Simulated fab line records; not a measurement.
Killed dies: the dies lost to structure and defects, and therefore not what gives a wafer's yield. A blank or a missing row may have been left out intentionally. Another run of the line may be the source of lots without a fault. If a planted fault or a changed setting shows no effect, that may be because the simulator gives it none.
A struck lot beside a sound one	flow rit-cmos	44 steps out of a route of 202
Sound: wafers L521.2, L521.3, L521.5. Struck: wafers L531.1, L531.2, L531.5. Last of all comes the cause.
Each step with rows lists, per side, the tool, then ch with its chambers, then its first start. Under that, the readings that differ: sound wafers	struck wafers	difference of the means	sigmas: that difference in standard deviations of wafers without a fault.
alike: readings with means less than 2 such deviations apart, plus words and numbers identical on both sides. not compared: withheld readings, readings lacking a value on some wafer, bounds such as >300 that could conceal the same value, and numbers that have no deviation in the record and whose values overlap.
Wherever a step has rows on one side only, a row that says differs or no value, or a row with sigmas, the two part there. Numbers that have no deviation but don't overlap get no sigmas and don't part them. Lack of a reading on every wafer of one side parts them only where that side has two or more wafers.

first, 1 step without rows for these wafers: RIT_ACTIVE_DEVELOP_10 (develop time 50 s).
RIT_ACTIVE_CD_MEAS_11: the cd target is 1400 nm.
  struck on cd-sem-01, day 3 17:06; sound on cd-sem-02, day 1 14:46
  alike: cd-nm
then, 1 step without rows for these wafers: RIT_ACTIVE_HARDBAKE_12 (time 60 s).
RIT_ACTIVE_ETCH_13: etches Si3N4 in SF6, stops on SiO2, time 210 s, target depth 210 nm.
  sound on rie-diel-04 ch 0,1,2, day 1 15:06; struck on rie-diel-04 ch 0,3, day 3 17:29
  alike: drypump-motor-current-A, oes-product-au, throttle-valve-pct
  not compared: rf-hours-counter-h
RIT_ACTIVE_STRIP_14: strips in O2, time 180 s.
  sound on plasma-asher-04 ch 0,1, day 1 15:14; struck on plasma-asher-01 ch 0,1, day 3 17:37
  alike: drypump-motor-current-A, o2-flow-sccm
  not compared: rf-hours-counter-h
RIT_ACTIVE_CD_MEAS_90: the cd target is 1400 nm.
  struck on cd-sem-01, day 3 17:47; sound on cd-sem-02, day 1 15:26
  alike: cd-nm
then, 4 steps without rows for these wafers: RIT_ACTIVE_CLEAN_15 (cleans in SC1, time 600 s); RIT_ACTIVE_CLEAN_16 (cleans in dHF, time 30 s); RIT_ACTIVE_CLEAN_17 (cleans in SC2, time 600 s); RIT_FOX1_OXIDATION_00 (target thk 350.7 nm, ox time 1130 s).
RIT_FOX1_THK_MEAS_01:
  struck on film-metro-01, day 3 21:39; sound on film-metro-02, day 1 18:23
  alike: FOX1_OXIDE_THK
then, 1 step without rows for these wafers: RIT_FOX1_WET_ETCH_02 (etches SiO2 in BOE, target depth 350 nm, time 390 s).
RIT_FOX2_OXIDATION_00: target thk 350.7 nm, ox time 1130 s.
  sound on furnace-03 ch 0, day 1 18:32; struck on furnace-03 ch 0, day 3 23:44
  alike: spike-tc-centre-C, zone-power-load-pct
RIT_FOX2_THK_MEAS_01:
  struck on film-metro-03, day 4 01:03; sound on film-metro-03, day 1 19:52
reading	sound	struck	difference	sigmas
FOX2_OXIDE_THK (nm)	351 348 342	520 523 518	+173	+26
RIT_FOX2_CLEAN_02: cleans in dHF, time 180 s.
  sound on wet-bench-03 ch 1, day 1 19:55; struck on wet-bench-03 ch 2, day 4 01:07
reading	sound	struck	difference	sigmas
model.SiO2_of_FOX2_OXIDATION_00.thk-nm (nm)	334.1 331 325.4	503.1 506.2 500.9	+173.2	
model.Si3N4_of_ACTIVE_CVD_03.thk-nm (nm)	131.4 131.8 131.8	127 126.3 126.6	-5	
RIT_FOX2_WET_ETCH_03: etches Si3N4 in H3PO4, target depth 195 nm, time 2700 s.
  sound on wet-bench-01 ch 2, day 1 19:59; struck on wet-bench-01 ch 1, day 4 01:33
reading	sound	struck	difference	sigmas
model.SiO2_of_FOX2_OXIDATION_00.thk-nm (nm)	323.3 320.2 314.5	492.4 495.4 490.1	+173.3	
RIT_FOX2_THK_MEAS_90:
  struck on film-metro-03, day 4 02:23; sound on film-metro-01, day 1 20:46
reading	sound	struck	difference	sigmas
FIELD_OXIDE_LEFT_1_THK (nm)	323 320 314	493 495 490	+174	+26
then, 6 steps without rows for these wafers: RIT_NWELL_HMDS_00 (prime time 60 s); RIT_NWELL_COAT_01 (resist thk 1300 nm); RIT_NWELL_SOFTBAKE_02 (time 60 s); RIT_NWELL_EXPOSE_03 (exposes mask M2, target cd 43900 nm); RIT_NWELL_PEB_04; RIT_NWELL_DEVELOP_05 (develop time 68 s).
RIT_NWELL_OVL_MEAS_06:
  struck on overlay-01, day 4 03:32; sound on overlay-02, day 1 21:49
  alike: NWELL_OVL
then, 2 steps without rows for these wafers: RIT_NWELL_HARDBAKE_07 (time 120 s); RIT_NWELL_IMPLANT_08.
RIT_NWELL_STRIP_09: strips in O2, time 180 s.
  sound on plasma-asher-01 ch 0,1, day 1 22:17; struck on plasma-asher-03 ch 0,1, day 4 04:13
  alike: drypump-motor-current-A, o2-flow-sccm
  not compared: rf-hours-counter-h
RIT_NWELL_TW_MEAS_10:
  struck on film-metro-01, day 4 04:23; sound on film-metro-03, day 1 22:28
reading	sound	struck	difference	sigmas
NWELL_TW	2164 2170 2166	2097 2111 2094	-66	-2
then, 6 steps without rows for these wafers: RIT_PWELL_HMDS_00 (prime time 60 s); RIT_PWELL_COAT_01 (resist thk 1300 nm); RIT_PWELL_SOFTBAKE_02 (time 60 s); RIT_PWELL_EXPOSE_03 (exposes mask M3, target cd 43700 nm); RIT_PWELL_PEB_04; RIT_PWELL_DEVELOP_05 (develop time 68 s).
RIT_PWELL_OVL_MEAS_06:
  struck on overlay-01, day 4 05:27; sound on overlay-01, day 1 23:24
  alike: PWELL_OVL
then, 2 steps without rows for these wafers: RIT_PWELL_HARDBAKE_07 (time 120 s); RIT_PWELL_IMPLANT_08.
RIT_PWELL_STRIP_09: strips in O2, time 180 s.
  sound on plasma-asher-04 ch 0,1, day 1 23:50; struck on plasma-asher-03 ch 0,1, day 4 05:53
  alike: drypump-motor-current-A, o2-flow-sccm
  not compared: rf-hours-counter-h
RIT_PWELL_TW_MEAS_10:
  struck on film-metro-02, day 4 06:04; sound on film-metro-03, day 2 00:01
  alike: PWELL_TW
then, 1 step without rows for these wafers: RIT_WELLDRIVE_ANNEAL_00 (time 14700 s).
RIT_WELLDRIVE_RS_MEAS_01: the measuring method here is four-point-probe.
  struck on film-metro-02, day 4 11:12; sound on film-metro-02, day 2 05:52
  alike: NWELL_RS
RIT_WELLDRIVE_RS_MEAS_02: the measuring method here is four-point-probe.
  struck on film-metro-02, day 4 11:19; sound on film-metro-02, day 2 05:59
  alike: PWELL_RS
RIT_FOX2_THK_MEAS_91:
  struck on film-metro-03, day 4 16:03; sound on film-metro-04, day 2 09:50
reading	sound	struck	difference	sigmas
FIELD_OXIDE_LEFT_2_THK (nm)	254 252 246	425 428 422	+174	+26
RIT_M1_PROBE_99:
  struck on prober-02, day 5 22:12; sound on prober-02, day 3 20:17
  alike: killed-at-front-end, killed-dies, killed-on-rim, killed-open, killed-short

## WHERE THEY PART
Last at RIT_FOX2_THK_MEAS_91 as far as this record goes, first at RIT_FOX2_THK_MEAS_01. Later steps at which nothing parts them and some readings are alike: RIT_M1_PROBE_99.

WHY: what had been put in by the simulator
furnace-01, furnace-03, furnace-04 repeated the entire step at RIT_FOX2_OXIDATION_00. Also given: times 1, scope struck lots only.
